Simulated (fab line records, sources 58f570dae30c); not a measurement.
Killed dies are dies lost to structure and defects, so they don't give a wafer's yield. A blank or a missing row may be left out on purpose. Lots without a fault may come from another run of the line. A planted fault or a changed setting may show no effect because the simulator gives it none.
Which tool did it? | flow berkeley_cmos170 | 15 lots, 45 wafers sampled, at 4 steps of a route of 331

WHAT THE GAUGES READ, wafer by wafer
UCB170_NWELL_THK_MEAS_02. Usual: NWELL_OXIDE_THK 26.1 nm, standard deviation 0.45.
lot  | measured    | on            | NWELL_OXIDE_THK (nm) | flag
L187 | day 2 09:44 | film_metro-03 | 26.5 27.0 27.0       |
L189 | day 2 17:21 | film_metro-01 | 26.1 25.6 25.9       |
L190 | day 2 17:20 | film_metro-03 | 26.3 26.2 26.2       |
L191 | day 3 00:26 | film_metro-03 | 26.3 26.1 26.7       |
L192 | day 3 08:06 | film_metro-01 | 26.5 26.1 26.3       |
L193 | day 3 08:08 | film_metro-04 | 26.3 26.9 26.5       |
L196 | day 3 23:24 | film_metro-01 | 26.7 26.6 26.6       |
L197 | day 4 06:29 | film_metro-04 | 26.1 26.5 25.7       |
L198 | day 4 12:32 | film_metro-04 | 26.5 26.2 26.3       |
L207 | day 6 08:08 | film_metro-01 | 25.9 26.1 26.1       |
L209 | day 6 21:04 | film_metro-01 | 26.9 26.8 26.9       |
L210 | day 7 01:29 | film_metro-04 | 26.0 26.2 26.3       |

UCB170_CONTACT_OVL_MEAS_16. Usual: CONTACT_OVL -1 nm, standard deviation 5.9.
lot  | measured     | on         | CONTACT_OVL (nm) | flag
L187 | day 8 11:56  | overlay-01 | -2 2 8           |
L189 | day 8 12:20  | overlay-02 | -17 -15 -14      |
L190 | day 8 12:03  | overlay-01 | 0 5 -1           |
L191 | day 9 04:50  | overlay-02 | -6 -1 3          |
L192 | day 9 13:48  | overlay-01 | 7 0 15           |
L193 | day 9 13:10  | overlay-02 | 6 2 9            |
L196 | day 10 07:28 | overlay-02 | -1 6 4           |
L197 | day 10 07:44 | overlay-01 | -11 4 -5         |
L198 | day 10 17:34 | overlay-01 | -6 -5 -6         |
L207 | day 12 12:30 | overlay-02 | 1 -3 0           |
L209 | day 12 22:17 | overlay-02 | 4 -2 2           |
L210 | day 12 21:53 | overlay-01 | -16 -4 -6        |

WHICH TOOL RAN EACH LOT (tool, then ch and the chambers of the sampled wafers, then the start)
lot  | UCB170_ZERO_ETCH_06               | UCB170_ZERO_STRIP_07
L187 | rie_diel-01 ch 0,2, day 2 03:47   | plasma_asher-04 ch 0,1, day 2 03:48
L189 | rie_diel-02 ch 1,2, day 2 10:50   | plasma_asher-02 ch 0,1, day 2 10:53
L190 | rie_diel-04 ch 0,2,3, day 2 10:53 | plasma_asher-04 ch 0,1, day 2 10:55
L191 | rie_diel-01 ch 1,3, day 2 19:05   | plasma_asher-02 ch 0,1, day 2 19:08
L192 | rie_diel-02 ch 0,2, day 3 00:28   | plasma_asher-01 ch 0,1, day 3 00:29
L193 | rie_diel-04 ch 1,2, day 3 05:26   | plasma_asher-02 ch 0,1, day 3 05:29
L196 | rie_diel-02 ch 0,1,2, day 3 16:37 | plasma_asher-01 ch 0,1, day 3 16:38
L197 | rie_diel-02 ch 0,3, day 4 00:34   | plasma_asher-04 ch 0,1, day 4 00:35
L198 | rie_diel-02 ch 0,1, day 4 07:08   | plasma_asher-01 ch 0,1, day 4 07:10
L199 | rie_diel-02 ch 0,1, day 4 10:20   | plasma_asher-04 ch 0,1, day 4 10:21
L201 | rie_diel-02 ch 0,1,3, day 4 17:03 | plasma_asher-01 ch 0,1, day 4 17:04
L200 | rie_diel-04 ch 0,2,3, day 4 17:19 | plasma_asher-02 ch 0,1, day 4 17:21
L207 | rie_diel-02 ch 1,2, day 6 00:15   | plasma_asher-02 ch 0,1, day 6 00:18
L209 | rie_diel-01 ch 2,3, day 6 13:57   | plasma_asher-02 ch 0,1, day 6 13:58
L210 | rie_diel-01 ch 0,2,3, day 6 20:10 | plasma_asher-02 ch 0,1, day 6 20:11
- UCB170_ZERO_ETCH_06: etches SiO2 in CHF3/CF4/Ar, time 12 s.
- UCB170_ZERO_STRIP_07: strips in O2.

WHAT THE TOOLS THEMSELVES READ (means of the sampled wafers that have a number; where no wafer has one, the mark that the record gives instead)
UCB170_ZERO_ETCH_06. Usual: CHF3_flow_sccm 50.00 sccm, standard deviation 0.15; cf4_flow_sccm 9.998 sccm, standard deviation 0.027; drypump_motor_current_A 5.7 A, standard deviation 0.31; oes_product_au 0.617 a.u., standard deviation 0.01; throttle_valve_pct 9.26 %, standard deviation 0.15.
lot  | tool        | CHF3_flow_sccm (sccm) | cf4_flow_sccm (sccm) | drypump_motor_current_A (A) | oes_product_au (a.u.) | throttle_valve_pct (%) | flag
L187 | rie_diel-01 | 49.90                 | 9.998                | 5.6                         | 0.609                 | 9.12                   |
L189 | rie_diel-02 | 49.97                 | 10.006               | 6.0                         | 0.608                 | 9.41                   |
L190 | rie_diel-04 | 50.16                 | 9.999                | 5.7                         | 0.626                 | 9.17                   |
L191 | rie_diel-01 | 49.93                 | 9.978                | 5.8                         | 0.609                 | 9.14                   |
L192 | rie_diel-02 | 49.89                 | 10.015               | 5.5                         | 0.605                 | 9.41                   |
L193 | rie_diel-04 | 49.93                 | 9.987                | 5.7                         | 0.625                 | 9.30                   |
L196 | rie_diel-02 | 50.06                 | 10.026               | 5.8                         | 0.613                 | 9.41                   |
L197 | rie_diel-02 | 50.21                 | 9.955                | 5.8                         | 0.620                 | 9.18                   |
L198 | rie_diel-02 | 50.00                 | 10.010               | 5.8                         | 0.617                 | 9.41                   |
L199 | rie_diel-02 | -                     | -                    | -                           | -                     | -                      | OFF
L201 | rie_diel-02 | -                     | -                    | -                           | -                     | -                      | OFF
L200 | rie_diel-04 | -                     | -                    | -                           | -                     | -                      | OFF
L207 | rie_diel-02 | 49.94                 | 9.973                | 6.1                         | 0.613                 | 9.42                   |
L209 | rie_diel-01 | 50.04                 | 9.991                | 5.9                         | 0.618                 | 9.23                   |
L210 | rie_diel-01 | 49.98                 | 10.001               | 5.7                         | 0.613                 | 9.21                   |

UCB170_ZERO_STRIP_07. Usual: drypump_motor_current_A 5.68 A, standard deviation 0.29; oes_product_au 0.727 a.u., standard deviation 0.0046; strip_time_to_endpoint_s 21.45 s, standard deviation 0.055.
lot  | tool            | drypump_motor_current_A (A) | oes_product_au (a.u.) | strip_time_to_endpoint_s (s) | flag
L187 | plasma_asher-04 | 5.31                        | 0.725                 | 21.49                        |
L189 | plasma_asher-02 | 5.82                        | 0.726                 | 21.49                        |
L190 | plasma_asher-04 | 5.62                        | 0.729                 | 21.52                        |
L191 | plasma_asher-02 | 5.85                        | 0.725                 | 21.44                        |
L192 | plasma_asher-01 | 5.75                        | 0.728                 | 21.48                        |
L193 | plasma_asher-02 | 5.81                        | 0.724                 | 21.45                        |
L196 | plasma_asher-01 | 5.76                        | 0.727                 | 21.47                        |
L197 | plasma_asher-04 | 5.32                        | 0.726                 | 21.44                        |
L198 | plasma_asher-01 | 5.76                        | 0.724                 | 21.41                        |
L199 | plasma_asher-04 | 5.32                        | 0.734                 | 21.61                        |
L201 | plasma_asher-01 | 5.67                        | 0.736                 | 21.61                        |
L200 | plasma_asher-02 | 5.81                        | 0.734                 | 21.58                        |
L207 | plasma_asher-02 | 5.84                        | 0.730                 | 21.51                        |
L209 | plasma_asher-02 | 5.84                        | 0.729                 | 21.40                        |
L210 | plasma_asher-02 | 5.82                        | 0.722                 | 21.39                        |

THE ANSWER, worked out from the rows above alone
Rule: a lot is off if the mean of its wafers that have a number lies more than 3 standard deviations from the usual mean. A lot without any number at a reading at which 4 lots or more have one is off too. The other lots that the step has rows for count as sound. The gauges are gone through in route order, then the tools' own readings, and for those a lot's mean is taken as printed above. The first step at which some lot is off is used, and at that step the reading that is off furthest; a lot without a number counts as furthest.
Off: L199, L201, L200, at UCB170_ZERO_ETCH_06 (CHF3_flow_sccm). Without a number there: L199, L201, L200.
A tool fits if, at that step or a process step before it, it ran every lot that is off, and no sound lot after the first of them. None of those tried fits.

WHAT THE SIMULATOR HAD PUT IN
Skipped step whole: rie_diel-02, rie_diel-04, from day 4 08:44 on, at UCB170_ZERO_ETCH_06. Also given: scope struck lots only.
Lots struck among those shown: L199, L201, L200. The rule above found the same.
